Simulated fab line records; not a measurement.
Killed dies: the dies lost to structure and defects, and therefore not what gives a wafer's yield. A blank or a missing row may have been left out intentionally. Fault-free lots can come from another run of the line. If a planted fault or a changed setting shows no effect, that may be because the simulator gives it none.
A struck lot beside a sound one | flow rit-cmos | 17 out of 202 route steps
Sound: wafers L136.1, L136.2, L136.6. Struck: wafers L142.3, L142.4, L142.6. The cause comes at the end.
Each step with rows lists, per side, the tool, then ch with its chambers, then its first start. Under that, the readings that differ: sound wafers | struck wafers | difference of the means | sigmas: that difference in standard deviations of wafers without a fault.
alike: words and numbers the same on both sides, and readings whose means are apart by under 2 such deviations; not compared: readings that were withheld, readings missing a value for some wafer, numbers with overlapping values and no deviation given by the record, and bounds like >300 which may hide the same value.
A row with sigmas, a row that says differs or no value, or rows on one side alone: a step with any of these is where the two part. When numbers do not overlap yet have no deviation, they are printed without sigmas and do not part them. A reading that every wafer of one side lacks parts them only if that side has two wafers or more.

first, 1 step without rows for these wafers: RIT_PRETRO_DEVELOP_05 (develop time 68 s).
RIT_PRETRO_OVL_MEAS_06:
  sound: overlay-02 at day 2 13:49; struck: overlay-01 at day 3 19:55
  alike: PRETRO_OVL
then, 2 steps without rows for these wafers: RIT_PRETRO_HARDBAKE_07 (time 120 s); RIT_PRETRO_IMPLANT_08.
RIT_PRETRO_STRIP_09: strips in O2, time 180 s.
  sound on plasma-asher-04 ch 0,1, day 2 14:20; struck on plasma-asher-04 ch 0,1, day 3 20:24
  alike: drypump-motor-current-A, rf-refl-power-W
  not compared: rf-hours-counter-h
RIT_PRETRO_TW_MEAS_10:
  sound: film-metro-03 at day 2 14:31; struck: film-metro-02 at day 3 20:32
  alike: PRETRO_TW
then, 5 steps without rows for these wafers: RIT_GATE_WET_ETCH_00 (etches SiO2 in BOE, target depth 56 nm, time 60 s); RIT_GATE_CLEAN_01 (cleans in SC1, time 600 s); RIT_GATE_CLEAN_02 (cleans in dHF, time 30 s); RIT_GATE_CLEAN_03 (cleans in SC2, time 600 s); RIT_GATE_CLEAN_04 (cleans in dHF, time 60 s).
RIT_FOX2_THK_MEAS_91:
  sound: film-metro-04 at day 2 15:02; struck: film-metro-01 at day 3 21:01
  alike: FIELD_OXIDE_LEFT_2_THK
RIT_GATE_OXIDATION_05: target thk 3 nm, ox time 274.8 s.
  sound on furnace-04 ch 0, day 2 15:23; struck on furnace-03 ch 0, day 3 22:37
  reading                                     | sound             | struck            | difference | sigmas
  spike-tc-centre-C (C)                       | 902.3 903.2 901.0 | 885.2 885.1 885.3 | -17.0      | -14
  spike-tc-load-C (C)                         | 925.8 926.7 924.1 | 906.2 905.1 906.4 | -19.6      | -8
  spike-tc-source-C (C)                       | 926 924 926       | 898 899 898       | -27        | -7
  model.SiO2_of_GATE_OXIDATION_05.thk-nm (nm) | 2.951 2.95 2.895  | 2.592 2.504 2.534 | -0.389     |
  alike: zone-power-load-pct
then, 1 step without rows for these wafers: RIT_GATE_ANNEAL_06 (time 600 s).
RIT_GATE_THK_MEAS_07:
  sound: film-metro-02 at day 2 18:03; struck: film-metro-01 at day 4 01:01
  reading             | sound          | struck         | difference | sigmas
  GATE_OXIDE_THK (nm) | 2.96 2.98 2.90 | 2.66 2.55 2.48 | -0.38      | -5
then, 1 step without rows for these wafers: RIT_GATE_CVD_08 (deposits poly-Si from SiH4, target thk 250 nm, time 2220 s).
RIT_M1_PROBE_99:
  sound: prober-01 at day 3 17:25; struck: prober-02 at day 5 02:31
  reading                             | sound           | struck            | difference | sigmas
  model.etest.pmos_0p3.r-on-ohm-um    | 6494 6384 6197  | 5764 5552 5614    | -715       |
  model.etest.pmos-turned.r-on-ohm-um | 3734 3647 3533  | 3399 3331 3321    | -288       |
  model.etest.pmos_0p15.r-on-ohm-um   | 2946 2898 2791  | 2703 2639 2683    | -203       |
  model.etest.nmos_0p3.r-on-ohm-um    | 2163 2136 2106  | 2023 1988 2017    | -126       |
  model.etest.nmos_0p15.drive-ua-um   | 474 474.8 482.7 | 507.4 509.9 509.9 | +31.9      |
  model.etest.nmos-narrow.drive-ua-um | 231.9 231.7 236 | 264.1 270.4 270   | +35.0      |
  model.etest.nmos_0p3.drive-ua-um    | 232.3 232 238.1 | 260.1 268.3 266.1 | +30.7      |
  alike: killed-at-contacts, killed-at-front-end, killed-dies, killed-open, killed-short
  not compared: model.etest.nmos_0p15.r-on-ohm-um

WHERE THEY PART
At RIT_GATE_OXIDATION_05 first; at RIT_GATE_THK_MEAS_07 last (within this record only). Later steps at which nothing parts them and some readings are alike: RIT_M1_PROBE_99.

WHY: what the simulator had put in
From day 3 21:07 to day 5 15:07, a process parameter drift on furnace-03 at RIT_GATE_OXIDATION_05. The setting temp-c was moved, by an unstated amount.
